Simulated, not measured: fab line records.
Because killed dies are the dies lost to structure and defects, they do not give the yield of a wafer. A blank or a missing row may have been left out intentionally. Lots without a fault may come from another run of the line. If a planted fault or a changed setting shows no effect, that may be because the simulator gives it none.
Split-lot trial	flow berkeley-cmos170	route with 331 steps; 5 lots, 23 wafers read

== ABOUT THE SPLIT ==
At UCB170_PWELL_CVD_05 (deposits Si3N4 from SiH2Cl2/NH3, target thk 220 nm, time 3300 s), the setting sih2cl2-flow-sccm was moved away from the recipe's 25 sccm on 20 of the 23 wafers read, by -10.4% to +10.9%. All remaining wafers had this setting at the recipe value.

Reading taken at the split's own step.

== THE READING ==
Si3N4_of_PWELL_CVD_05.thk-nm (the simulator's own value, which no gauge read), in nm, at UCB170_PWELL_CVD_05 (deposits Si3N4 from SiH2Cl2/NH3, target thk 220 nm, time 3300 s). No usual value for it is given in the file. Average 218.9 nm, standard deviation 1.1 nm, over the 3 wafers here run with the recipe.

wafer	tool, chamber at the split	sih2cl2-flow-sccm as run, sccm	against the recipe	Si3N4_of_PWELL_CVD_05.thk-nm, nm	against lot-mates on the recipe
L074.1	-, -	27.73	+10.9%	223.2	no lot-mate on the recipe
L074.3	-, -	27.73	+10.9%	222.2	no lot-mate on the recipe
L074.4	-, -	27.73	+10.9%	224.3	no lot-mate on the recipe
L074.5	-, -	27.73	+10.9%	223.7	no lot-mate on the recipe
L074.6	-, -	27.73	+10.9%	223.6	no lot-mate on the recipe
L076.1	-, -	26.5	+6.0%	222.2	no lot-mate on the recipe
L076.2	-, -	26.5	+6.0%	222.7	no lot-mate on the recipe
L076.4	-, -	26.5	+6.0%	224.7	no lot-mate on the recipe
L076.5	-, -	26.5	+6.0%	224.3	no lot-mate on the recipe
L076.6	-, -	26.5	+6.0%	221	no lot-mate on the recipe
L077.1	-, -	22.39	-10.4%	213.3	no lot-mate on the recipe
L077.3	-, -	22.39	-10.4%	212.1	no lot-mate on the recipe
L077.4	-, -	22.39	-10.4%	211.4	no lot-mate on the recipe
L077.5	-, -	22.39	-10.4%	212.7	no lot-mate on the recipe
L077.6	-, -	22.39	-10.4%	212	no lot-mate on the recipe
L080.1	-, -	27.12	+8.5%	219.7	no lot-mate on the recipe
L080.2	-, -	27.12	+8.5%	222.6	no lot-mate on the recipe
L080.4	-, -	27.12	+8.5%	223.6	no lot-mate on the recipe
L080.5	-, -	27.12	+8.5%	221.8	no lot-mate on the recipe
L080.6	-, -	27.12	+8.5%	221.2	no lot-mate on the recipe
L085.1	lpcvd-02, 0	25	recipe	217.7	-
L085.4	lpcvd-02, 0	25	recipe	220.4	-
L085.5	lpcvd-02, 0	25	recipe	218.6	-

THE FIT
A straight line over all 23 wafers: Si3N4_of_PWELL_CVD_05.thk-nm changes by +0.526 nm for each +1% of sih2cl2-flow-sccm; r = +0.95; the points scatter about the line by 1.5 nm.
Too few moved wafers have a lot-mate on the recipe to fit a line with each lot's own level taken away.

== FILE'S OWN FIT ==
Si3N4_of_PWELL_CVD_05.thk-nm changes by +0.525 nm for each +1% of sih2cl2-flow-sccm, r = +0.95.
